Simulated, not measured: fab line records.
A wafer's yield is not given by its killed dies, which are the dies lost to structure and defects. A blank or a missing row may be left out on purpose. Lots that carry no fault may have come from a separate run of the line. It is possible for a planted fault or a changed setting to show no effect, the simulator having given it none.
Comparing a struck lot with a sound one -- flow ritCmos -- 27 out of 202 route steps
Sound: these wafers, L609.1, L609.5, L609.6. Wafers struck: L613.1, L613.2, L613.3. Last of all comes the cause.
Per side, at each step with rows, come the tool, then ch with its chambers, and then its first start. Under that, the readings that differ: sound wafers -- struck wafers -- difference of the means -- sigmas: that difference in standard deviations of wafers without a fault.
alike: readings whose means differ by less than 2 such deviations, and words and numbers that are the same on both sides. not compared: withheld readings, readings that some wafer has no value for, bounds like >300 that may hide the same value, and numbers for which the record gives no deviation and whose values overlap.
A row with sigmas, a row that says differs or no value, or rows on one side alone: a step with any of these is where the two part. Non-overlapping numbers with no deviation appear without sigmas and do not part them. A reading that every wafer of one side lacks parts them only if that side has two wafers or more.

first, 4 steps without rows for these wafers: RIT_CONTACT_SOFTBAKE_04 (time 60 s); RIT_CONTACT_EXPOSE_05 (exposes mask M11, target cd 1000 nm); RIT_CONTACT_PEB_06; RIT_CONTACT_DEVELOP_07 (develop time 120 s).
RIT_CONTACT_CD_MEAS_08 targets a cd of 1000 nm.
  sound on cdSem-02 at day 3 13:04; struck on cdSem-01 at day 4 16:17
  alike: cdNm
RIT_CONTACT_OVL_MEAS_09:
  sound on overlay-02 at day 3 13:11; struck on overlay-02 at day 4 16:25
  alike: CONTACT_OVL
then, 1 step without rows for these wafers: RIT_CONTACT_HARDBAKE_10 (time 60 s).
RIT_CONTACT_ETCH_11: etches SiO2 in CHF3/CF4/Ar, stops on TiSi2, target depth 480 nm, time 320 s.
  sound on rieDiel-01 ch 0,1,3, day 3 13:22; struck on rieDiel-03 ch 0,1,3, day 4 16:35
  alike: cf4FlowSccm, drypumpMotorCurrentA, oesProductAu, throttleValvePct
  not compared: rfHoursCounterH
RIT_CONTACT_STRIP_12: strips in O2, time 180 s.
  sound on plasmaAsher-04 ch 0,1, day 3 13:34; struck on plasmaAsher-03 ch 0,1, day 4 16:47
  alike: drypumpMotorCurrentA
  not compared: rfHoursCounterH
RIT_CONTACT_CD_MEAS_90 targets a cd of 1000 nm.
  sound on cdSem-01 at day 3 13:44; struck on cdSem-01 at day 4 16:58
  alike: cdNm
then, 2 steps without rows for these wafers: RIT_CONTACT_CLEAN_13 (cleans in SC1, time 600 s); RIT_CONTACT_CLEAN_14 (cleans in SC2, time 600 s).
RIT_M1_SPUTTER_00: material Al, target thk 400 nm, time 500 s.
  sound on pvdSputter-02 at day 3 14:13; struck on pvdSputter-02 at day 4 17:27
reading,sound,struck,difference,sigmas
model.Al_of_M1_SPUTTER_00.thkNm (nm),408.1 394.3 404.7,556.4 560.6 561.9,+157.3,
  alike: throttleValvePct
RIT_M1_RS_MEAS_01: measurement is done with a four-point probe.
  sound on filmMetro-03 at day 3 14:31; struck on filmMetro-03 at day 4 17:44
reading,sound,struck,difference,sigmas
M1_AL_RS (ohm/sq),0.0718 0.0744 0.0724,0.0523 0.0519 0.0518,-0.0209,-19
RIT_M1_THK_MEAS_02: measures by xrf.
  sound on filmMetro-03 at day 3 14:38; struck on filmMetro-03 at day 4 17:52
reading,sound,struck,difference,sigmas
M1_AL_THK (nm),412 398 409,565 568 570,+161,+26
then, 6 steps without rows for these wafers: RIT_M1_HMDS_03 (prime time 60 s); RIT_M1_COAT_04 (resist thk 1300 nm); RIT_M1_SOFTBAKE_05 (time 60 s); RIT_M1_EXPOSE_06 (exposes mask M12, target cd 2600 nm); RIT_M1_PEB_07; RIT_M1_DEVELOP_08 (develop time 65.5 s).
RIT_M1_CD_MEAS_09 targets a cd of 2600 nm.
  sound on cdSem-01 at day 3 15:34; struck on cdSem-01 at day 4 19:03
  alike: cdNm
RIT_M1_OVL_MEAS_10:
  sound on overlay-01 at day 3 15:41; struck on overlay-02 at day 4 19:10
  alike: M1_OVL
then, 1 step without rows for these wafers: RIT_M1_HARDBAKE_11 (time 120 s).
RIT_M1_METAL_ETCH_12: etches Al in Cl2/BCl3, stops on SiO2, time 165 s, target depth 600 nm.
  sound on rieMetal-02 ch 0,1, day 3 15:58; struck on rieMetal-03 ch 0,1, day 4 19:27
reading,sound,struck,difference,sigmas
oesProductAu (a.u.),0.750 0.751 0.792,0.911 0.961 0.957,+0.179,+13
  alike: drypumpMotorCurrentA, throttleValvePct
  not compared: rfHoursCounterH
then, 1 step without rows for these wafers: RIT_M1_STRIP_13 (strips in nmp, time 600 s).
RIT_M1_PROBE_99:
  sound on prober-02 at day 3 18:36; struck on prober-02 at day 4 23:41
  no value came back on the struck wafers for model.etest.m1CombOverSteps.leakLog10AUm, model.etest.ring.quietLog10A (angstrom); on the sound wafers model.etest.m1CombOverSteps.leakLog10AUm reads -12.73 -12.86 -12.85
reading,sound,struck,difference,sigmas
model.etest.ring.overLimit,0 0 0,1 1 1,+1,
  not compared: model.etest.m1CombOverSteps.overLimit, model.etest.m1.rsOhmSq, model.etest.antennaM1.vtShiftV

== WHERE THEY PART ==
At RIT_M1_RS_MEAS_01 first; at RIT_M1_PROBE_99 last (within this record only).

WHY: what the simulator had put in
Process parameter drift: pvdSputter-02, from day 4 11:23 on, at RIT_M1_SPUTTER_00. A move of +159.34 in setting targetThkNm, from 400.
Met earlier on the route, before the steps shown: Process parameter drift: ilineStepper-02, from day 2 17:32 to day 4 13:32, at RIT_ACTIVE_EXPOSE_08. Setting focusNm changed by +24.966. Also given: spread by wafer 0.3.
